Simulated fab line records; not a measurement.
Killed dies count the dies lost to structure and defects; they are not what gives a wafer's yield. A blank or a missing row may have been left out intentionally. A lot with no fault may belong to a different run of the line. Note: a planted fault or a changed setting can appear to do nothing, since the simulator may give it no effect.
Struck lot and sound lot, side by side / flow berkeleyCmos170 / 22 steps out of a route of 331
Sound: these wafers, L477.1, L477.2, L477.4. Wafers struck: L495.1, L495.5, L495.6. Last of all comes the cause.
Per side, at each step with rows, come the tool, then ch with its chambers, and then its first start. Under that, the readings that differ: sound wafers / struck wafers / difference of the means / sigmas: that difference in standard deviations of wafers without a fault.
alike: a reading whose means differ by less than 2 such deviations, as well as words and numbers matching on both sides. not compared: withheld readings; readings where some wafer has no value; bounds like >300 that might hide an equal value; numbers whose values overlap and for which the record gives no deviation.
A row with sigmas, a row that says differs or no value, or rows on one side alone: a step with any of these is where the two part. Non-overlapping numbers with no deviation appear without sigmas and do not part them. Lack of a reading on every wafer of one side parts them only where that side has two or more wafers.

UCB170_SILICIDE_RTA_04: time 15 s.
  sound on rtpAnneal-02 ch 0, day 8 05:07; struck on rtpAnneal-02 ch 0, day 12 19:26
  alike: annealTempCMax, lampPowerPct, wafer_temp_C_max
then, 3 steps without rows for these wafers: UCB170_SILICIDE_WET_ETCH_05 (etches Ti in SPM, time 45 s); UCB170_CONTACT_CLEAN_00 (cleans in SPM, time 600 s); UCB170_CONTACT_CVD_01 (deposits PSG from SiH4/O2/PH3, target thk 700 nm, time 2730 s).
UCB170_CONTACT_THK_MEAS_02:
  sound on filmMetro-03, day 8 07:10; struck on filmMetro-02, day 12 21:46
  alike: CONTACT_PSG_THK
then, 3 steps without rows for these wafers: UCB170_CONTACT_HMDS_03 (prime time 60 s); UCB170_CONTACT_COAT_04 (resist thk 900 nm); UCB170_CONTACT_SOFTBAKE_05 (time 60 s).
UCB170_CONTACT_STRIP_06: strips in O2.
  sound on plasmaAsher-03 ch 0,1, day 8 07:58; struck on plasmaAsher-02 ch 0,1, day 12 22:20
  alike: drypumpMotorCurrentA, o2FlowSccm, oesProductAu, stripTimeToEndpointS
  not compared: rfHoursCounterH
then, 1 step without rows for these wafers: UCB170_CONTACT_CLEAN_07 (cleans in SPM, time 600 s).
UCB170_CONTACT_RTA_08: time 10 s.
  sound on rtpAnneal-02 ch 0, day 8 08:15; struck on rtpAnneal-02 ch 0, day 12 22:38
  alike: annealTempCMax, lampPowerPct, wafer_temp_C_max
next, for these wafers, 1 step has no rows: UCB170_CONTACT_COAT_09.
UCB170_CONTACT_COAT_10: resist thk 900 nm.
  sound on lithoTrack-01 ch 0, day 8 08:00; struck on lithoTrack-01 ch 0, day 12 22:00
reading=model.KrF_of_CONTACT_COAT_10.thkNm (nm); sound=900.8 900.2 897.3; struck=1038 1037 1041; difference=+139; sigmas=
  alike: dispensePressureKPa
then, 4 steps without rows for these wafers: UCB170_CONTACT_SOFTBAKE_11 (time 60 s); UCB170_CONTACT_EXPOSE_12 (exposes mask CONT, target cd 700 nm); UCB170_CONTACT_PEB_13; UCB170_CONTACT_DEVELOP_14 (develop time 45 s).
UCB170_CONTACT_CD_MEAS_15: the cd target is 700 nm.
  sound on cdSem-01, day 8 09:14; struck on cdSem-02, day 12 23:41
reading=cdNm (nm); sound=701.2 700.8 700.6; struck=694.1 693.9 694.1; difference=-6.8; sigmas=-4
UCB170_CONTACT_OVL_MEAS_16:
  sound on overlay-01, day 8 09:21; struck on overlay-01, day 12 23:49
  alike: CONTACT_OVL
UCB170_CONTACT_ETCH_17: etches BARC in N2/H2.
  sound on rieDiel-01 ch 1,2, day 8 09:23; struck on rieDiel-01 ch 0,1,3, day 12 23:51
reading=model.CONTACT.cdNm (nm); sound=700.2 700.4 699.9; struck=693.6 693.3 692; difference=-7.2; sigmas=
  alike: drypumpMotorCurrentA, oesProductAu, throttleValvePct
UCB170_CONTACT_ETCH_18: etches PSG in CHF3/CF4/Ar, stops on TiSi2, target depth 840 nm, time 195 s.
  sound on rieDiel-01 ch 1,2; struck on rieDiel-01 ch 0,1,3
reading=model.KrF_of_CONTACT_COAT_10.thkNm (nm); sound=694 693.2 690.9; struck=834.6 836.9 833.8; difference=+142.4; sigmas=
reading=model.CONTACT.cdNm (nm); sound=700.6 699.4 699.3; struck=694.3 692.6 692.6; difference=-6.6; sigmas=
  alike: cf4FlowSccm, drypumpMotorCurrentA, oesProductAu, throttleValvePct
  not compared: rfHoursCounterH
UCB170_CONTACT_STRIP_19: strips in O2.
  sound on plasmaAsher-04 ch 0,1, day 8 09:38; struck on plasmaAsher-03 ch 0,1, day 13 00:01
  alike: drypumpMotorCurrentA, o2FlowSccm, oesProductAu
  not compared: rfHoursCounterH

WHERE THEY PART
Only at UCB170_CONTACT_CD_MEAS_15, as far as this record shows. Later steps at which nothing parts them and some readings are alike: UCB170_CONTACT_OVL_MEAS_16, UCB170_CONTACT_ETCH_17, UCB170_CONTACT_ETCH_18, UCB170_CONTACT_STRIP_19.

WHY: whatever the simulator had introduced
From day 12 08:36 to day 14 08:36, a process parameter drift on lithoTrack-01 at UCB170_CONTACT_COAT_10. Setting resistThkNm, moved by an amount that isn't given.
